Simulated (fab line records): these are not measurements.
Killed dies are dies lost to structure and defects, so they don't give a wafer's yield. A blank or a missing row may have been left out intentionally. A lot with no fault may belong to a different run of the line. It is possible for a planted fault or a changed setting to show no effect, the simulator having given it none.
Struck lot and sound lot, side by side | flow ritCmos | 14 out of 202 route steps
Sound: the wafers L139.2, L139.3, L139.6. The struck wafers were L152.3, L152.4, L152.6. The cause is named last.
At each step with rows: each side's tool, then ch and its chambers, then its first start. Under that, the readings that differ: sound wafers | struck wafers | difference of the means | sigmas: that difference in standard deviations of wafers without a fault.
alike: words and numbers the same on both sides, and readings whose means are apart by under 2 such deviations; not compared: readings that were withheld, readings missing a value for some wafer, numbers with overlapping values and no deviation given by the record, and bounds like >300 which may hide the same value.
Wherever a step has rows on one side only, a row that says differs or no value, or a row with sigmas, the two part there. When numbers do not overlap yet have no deviation, they are printed without sigmas and do not part them. A reading missing from all wafers of one side parts the sides only when that side holds two or more wafers.

first, 4 steps without rows for these wafers: RIT_NSD_SOFTBAKE_02 (time 60 s); RIT_NSD_EXPOSE_03 (exposes mask M9, target cd 40700 nm); RIT_NSD_PEB_04; RIT_NSD_DEVELOP_05 (develop time 50 s).
RIT_NSD_OVL_MEAS_06:
  sound on overlay-02 at day 4 03:37; struck on overlay-01 at day 6 14:15
  alike: NSD_OVL
then, 2 steps without rows for these wafers: RIT_NSD_HARDBAKE_07 (time 60 s); RIT_NSD_IMPLANT_08.
RIT_NSD_STRIP_09: strips in O2, time 180 s.
  sound on plasmaAsher-01 ch 0,1, day 4 03:56; struck on plasmaAsher-04 ch 0,1, day 6 14:47
  alike: drypumpMotorCurrentA
  not compared: rfHoursCounterH
RIT_NSD_TW_MEAS_10:
  sound on filmMetro-02 at day 4 04:07; struck on filmMetro-02 at day 6 14:55
reading | sound          | struck         | difference | sigmas
NSD_TW  | 3117 3126 3117 | 3144 3154 3146 | +28        | +2
then, 3 steps without rows for these wafers: RIT_PSD_HMDS_00 (prime time 60 s); RIT_PSD_COAT_01 (resist thk 1000 nm); RIT_PSD_SOFTBAKE_02 (time 60 s).
RIT_PSD_EXPOSE_03: exposes mask M10, target cd 40900 nm.
  struck on ilineStepper-02, day 6 15:39; sound on ilineStepper-02 ch 0, day 4 04:46
  no value came back on the struck wafers for exposureDoseMJCm2, focusOffsetNm (nm), na; on the sound wafers exposureDoseMJCm2 reads 249.84 249.92 250.03
  alike: mask
following that, these wafers have no rows for 1 step: RIT_PSD_PEB_04.

## WHERE THEY PART
Last at RIT_PSD_EXPOSE_03 as far as this record goes, first at RIT_NSD_TW_MEAS_10.

WHY: the cause the simulator had injected
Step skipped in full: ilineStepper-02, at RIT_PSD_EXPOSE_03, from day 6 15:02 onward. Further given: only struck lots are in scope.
